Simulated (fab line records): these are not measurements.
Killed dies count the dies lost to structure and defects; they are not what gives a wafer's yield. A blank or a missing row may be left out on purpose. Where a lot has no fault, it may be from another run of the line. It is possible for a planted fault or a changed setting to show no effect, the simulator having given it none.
Which of the tools did it?    flow berkeley_cmos170    7 lots (21 wafers sampled), 1 step of a 331-step route

## WHAT THE GAUGES READ, wafer by wafer
UCB170_M1_OVL_MEAS_10.
lot   measured      on          M1_OVL (nm)
L346  day 8 20:14   overlay-02  10 5 5
L350  day 10 06:41  overlay-01  -2 2 6
L352  day 10 16:02  overlay-02  4 0 4
L355  day 11 08:18  overlay-02  2 -1 8
L360  day 12 13:58  overlay-01  -4 -3 6
L359  day 12 14:34  overlay-01  1 4 3
L364  day 12 22:41  overlay-01  2 -7 -2

## EACH LOT AND THE TOOL THAT RAN IT (in order: tool; ch and the chambers of the sampled wafers; start)
The record holds no process step before these readings.

## THE ANSWER, worked out from the rows above alone
Rule: the lots themselves supply what counts as usual. Put in order of their means at a reading, lots are off if they are a third of the lots or fewer, leave a main group of 4 or more, and stand apart from it by a gap of 3 or more times the standard deviation of the main group's means; of several such gaps the widest counts. A main group is skipped when, at the precision printed for the reading in the tables above, its means are all equal. Also off: a lot with no number at a reading for which 4 or more lots have one. The other lots that the step has rows for count as sound.
Across all readings shown, no lot is off: no conclusion can be drawn from this.

## WHAT THE SIMULATOR HAD INSERTED
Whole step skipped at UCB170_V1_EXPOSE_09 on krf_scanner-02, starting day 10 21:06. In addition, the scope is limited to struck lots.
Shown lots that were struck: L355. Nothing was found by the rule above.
